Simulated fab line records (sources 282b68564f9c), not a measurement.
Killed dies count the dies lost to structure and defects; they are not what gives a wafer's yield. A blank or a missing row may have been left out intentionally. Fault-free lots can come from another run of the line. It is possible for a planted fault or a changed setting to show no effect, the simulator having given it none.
What tool caused it? -- flow ritCmos -- Sampling: 14 lots, 42 wafers, 3 of 202 route steps

WHAT THE GAUGES SHOWED, per wafer
RIT_SILICIDE_RS_MEAS_02: a four-point-probe measurement. Usual: SILICIDE_TI_RS gives 47.9 ohm/sq (standard deviation 0.62).
lot,measured,on,SILICIDE_TI_RS (ohm/sq),flag
L106,day 3 22:42,filmMetro-01,49.3 48.5 48.7,
L108,day 4 10:31,filmMetro-01,47.3 47.7 47.7,
L111,day 4 15:24,filmMetro-03,46.9 47.4 47.6,
L114,day 5 03:11,filmMetro-01,48.7 48.3 49.2,
L115,day 5 05:44,filmMetro-03,49.1 49.8 49.9,
L116,day 5 11:21,filmMetro-02,47.6 47.3 47.4,
L117,day 5 15:55,filmMetro-02,47.2 47.5 47.2,
L118,day 5 20:11,filmMetro-03,47.9 47.5 47.3,
L120,day 6 08:22,filmMetro-02,48.3 47.6 48.4,
L123,day 6 23:25,filmMetro-01,47.3 47.2 51.6 47.9 47.6 52.2,
L124,day 7 03:17,filmMetro-01,48.8 48.2 48.0,
L125,day 7 08:40,filmMetro-01,47.6 47.2 53.1 48.1 47.6 53.4,
L127,day 7 21:30,filmMetro-01,49.4 48.2 48.3,
L129,day 8 01:59,filmMetro-02,48.2 48.4 48.2,

RIT_SILICIDE_THK_MEAS_03: measures by xrf. Usual: SILICIDE_TI_THK gives 30.0 nm (standard deviation 0.34).
lot,measured,on,SILICIDE_TI_THK (nm),flag
L106,day 3 22:48,filmMetro-01,29.4 29.7 29.6,
L108,day 4 10:37,filmMetro-01,30.2 30.4 30.2,
L111,day 4 15:31,filmMetro-03,30.6 30.5 30.3,
L114,day 5 03:18,filmMetro-01,29.6 29.7 29.3,
L115,day 5 05:50,filmMetro-03,29.3 29.2 29.1,
L116,day 5 11:28,filmMetro-02,30.1 30.1 30.0,
L117,day 5 16:01,filmMetro-02,30.3 30.1 30.3,
L118,day 5 20:17,filmMetro-03,29.8 30.1 30.3,
L120,day 6 08:28,filmMetro-02,29.7 30.1 29.6,
L123,day 7 02:25,filmMetro-01,30.3 30.4 28.3 30.3 30.4 28.3,
L124,day 7 03:25,filmMetro-01,29.7 29.9 29.9,
L125,day 7 10:52,filmMetro-01,30.2 30.4 27.7 30.2 30.4 27.7,
L127,day 7 21:37,filmMetro-01,29.3 29.9 29.9,
L129,day 8 02:05,filmMetro-02,29.8 29.6 29.7,

EACH LOT AND THE TOOL THAT RAN IT (in order: tool; ch and the chambers of the sampled wafers; start)
lot,RIT_SILICIDE_SPUTTER_01
L106,"pvdSputter-02, day 3 22:31"
L108,"pvdSputter-04, day 4 10:20"
L111,"pvdSputter-04, day 4 15:15"
L114,"pvdSputter-04, day 5 03:02"
L115,"pvdSputter-01, day 5 05:33"
L116,"pvdSputter-04, day 5 11:11"
L117,"pvdSputter-01, day 5 15:44"
L118,"pvdSputter-04, day 5 19:59"
L120,"pvdSputter-04, day 6 08:11"
L123,"pvdSputter-04, day 6 23:16"
L124,"pvdSputter-01, day 7 03:08"
L125,"pvdSputter-04, day 7 08:30"
L127,"pvdSputter-01, day 7 21:21"
L129,"pvdSputter-01, day 8 01:49"
- RIT_SILICIDE_SPUTTER_01: material Ti, target thk 30 nm, time 240 s.

WHAT THE TOOLS THEMSELVES READ (means of the sampled wafers that have a number; where no wafer has one, the mark that the record gives instead)
RIT_SILICIDE_SPUTTER_01. Usual: cathodeDcPowerW 349.99 W, standard deviation 0.063; throttleValvePct 29.8 %, standard deviation 1.2.
lot,tool,cathodeDcPowerW (W),throttleValvePct (%),flag
L106,pvdSputter-02,349.95,30.7,
L108,pvdSputter-04,349.94,31.2,
L111,pvdSputter-04,350.00,31.2,
L114,pvdSputter-04,349.99,30.3,
L115,pvdSputter-01,350.05,29.3,
L116,pvdSputter-04,349.98,30.6,
L117,pvdSputter-01,350.02,29.0,
L118,pvdSputter-04,349.95,30.7,
L120,pvdSputter-04,349.99,31.1,
L123,pvdSputter-04,342.48,31.1,OFF
L124,pvdSputter-01,350.07,28.8,
L125,pvdSputter-04,342.44,30.7,OFF
L127,pvdSputter-01,349.99,29.2,
L129,pvdSputter-01,349.99,28.9,

THE ANSWER, worked out from the rows above alone
Rule: lot off if the mean of its wafers having a number is beyond 3 standard deviations from the usual mean. A lot without any number at a reading at which 4 lots or more have one is off too. Any other lot the step has rows for is counted as sound. The gauges are gone through in route order, then the tools' own readings, and for those a lot's mean is taken as printed above. At the first step where some lot is off, the reading lying furthest off is the one used; lots without a number count as furthest.
Off: L123, L125 (RIT_SILICIDE_SPUTTER_01, cathodeDcPowerW).
A tool fits if, at that step or a process step before it, it ran every lot that is off, and no sound lot after the first of them. One candidate fits, namely pvdSputter-04 at RIT_SILICIDE_SPUTTER_01. Its last sound lot is L120 (day 6 08:11), its first lot that is off L123 (day 6 23:16): a fault that began between those two fits.
The tool's own readings at RIT_SILICIDE_SPUTTER_01 bear it out: on the lots that are off they differ by more than 5 times the standard deviation of the sound lots' means. cathodeDcPowerW reads 342.46 W there against 349.99 W on the sound lots.

WHAT WAS PUT IN BY THE SIMULATOR
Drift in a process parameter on pvdSputter-04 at RIT_SILICIDE_SPUTTER_01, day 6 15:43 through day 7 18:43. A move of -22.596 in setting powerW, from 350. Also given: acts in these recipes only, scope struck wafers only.
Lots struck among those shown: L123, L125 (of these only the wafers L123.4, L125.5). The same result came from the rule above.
